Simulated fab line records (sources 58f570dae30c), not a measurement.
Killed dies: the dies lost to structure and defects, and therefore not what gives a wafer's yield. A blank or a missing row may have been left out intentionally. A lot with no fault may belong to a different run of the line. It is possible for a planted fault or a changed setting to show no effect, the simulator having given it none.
One fault seen from 2 desks :: flow berkeley-cmos170 :: every desk sees just its own numbers, and what lay behind them comes last

## FOR THE TOOL OWNER'S DESK: pvd-sputter-02
The tool's own readings at UCB170_M1_SPUTTER_00 (material Al, target thk 600 nm, time 80 s): means of the sampled wafers that have a number, for each lot that ran on this tool. Marked OUT: a lot whose mean sits more than 4 standard deviations from the usual mean, which makes it out of limits; the brackets give that distance.
Columns: A = throttle-valve-pct at UCB170_M1_SPUTTER_00, usual 30.1 %
lot: L910
first seen here: day 9 07:36
A: 30.9

lot: L912
first seen here: day 9 09:48
A: 30.4

lot: L913
first seen here: day 10 05:55
A: 30.5

lot: L919
first seen here: day 10 14:16
A: 30.4

lot: L915
first seen here: day 10 19:25
A: 30.1

lot: L916
first seen here: day 10 22:23
A: 30.3
This desk's verdict: no lot among the 6 shows anything out of limits.

## METROLOGY DESK
Means of the sampled wafers that have a number, per lot and without regard to the tool the lot ran on: this is what the gauges read. Marked OUT: a lot whose mean sits more than 4 standard deviations from the usual mean, which makes it out of limits; the brackets give that distance.
Columns: A = NLDD_OVL at UCB170_NLDD_OVL_MEAS_07, usual 1 nm; B = cd-nm at UCB170_CONTACT_CD_MEAS_15, usual 699.7 nm; C = M1_AL_RS at UCB170_M1_RS_MEAS_01, usual 0.0487 ohm/sq; D = M1_AL_THK at UCB170_M1_THK_MEAS_02, usual 596 nm; E = M2_AL_THK at UCB170_M2_THK_MEAS_03, usual 901 nm
lot: L906
first seen here: day 7 15:54
A: 2
B: 699.6
C: 0.0493
D: 588
E: 905

lot: L908
first seen here: day 7 22:38
A: -1
B: 697.9
C: 0.0484
D: 601
E: 902

lot: L907
first seen here: day 7 23:37
A: -3
B: 698.7
C: 0.0494
D: 587
E: 892

lot: L910
first seen here: day 8 11:28
A: 7
B: 702.6
C: 0.0488
D: 594
E: 899

lot: L911
first seen here: day 8 11:43
A: -1
B: 698.5
C: 0.0482
D: 603
E: 910

lot: L912
first seen here: day 8 11:43
A: -1
B: 699.9
C: 0.0484
D: 601
E: 901

lot: L913
first seen here: day 9 12:55
A: -8
B: 697.5
C: 0.0490
D: 591
E: 900

lot: L919
first seen here: day 9 20:37
A: 3
B: 699.8
C: 0.0492
D: 590
E: 898

lot: L915
first seen here: day 10 00:49
A: -2
B: 700.7
C: 0.0518 (+5.6) OUT
D: 560 (-5.1) OUT
E: 893

lot: L918
first seen here: day 10 01:03
A: -3
B: 700.0
C: 0.0484
D: 600
E: 892

lot: L916
first seen here: day 10 01:22
A: 3
B: 699.6
C: 0.0523 (+6.6) OUT
D: 554 (-5.9) OUT
E: 903

lot: L926
first seen here: day 11 12:27
A: 2
B: 700.4
C: 0.0480
D: 603
E: 913

lot: L927
first seen here: day 11 12:43
A: 3
B: 699.0
C: 0.0486
D: 601
E: 904

lot: L928
first seen here: day 11 20:51
A: 4
B: 702.4
C: 0.0488
D: 600
E: 885
This desk finds L915, L916 out of limits, with the earliest case on L915 at day 10 19:29 (M1_AL_RS at UCB170_M1_RS_MEAS_01). Within limits: L906, L908, L907, L910, L911, L912, L913, L919, L918, L926, L927, L928.

## PUT TOGETHER
At day 10 19:29 the metrology desk could have sounded an alarm, on L915, L916.
The desk of the tool owner found nothing out of limits.
Tool owner's desk: L915, L916 on record, inside its limits.
Of the lots named, all ran UCB170_M1_SPUTTER_00 on pvd-sputter-02.

## WHAT THE SIMULATOR HAD PUT IN
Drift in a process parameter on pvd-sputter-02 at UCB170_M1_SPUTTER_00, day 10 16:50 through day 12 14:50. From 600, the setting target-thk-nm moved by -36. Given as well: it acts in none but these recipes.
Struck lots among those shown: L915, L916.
Per desk, hours elapsed from the start of the fault to the first reading out of limits: for the metrology desk, 3.
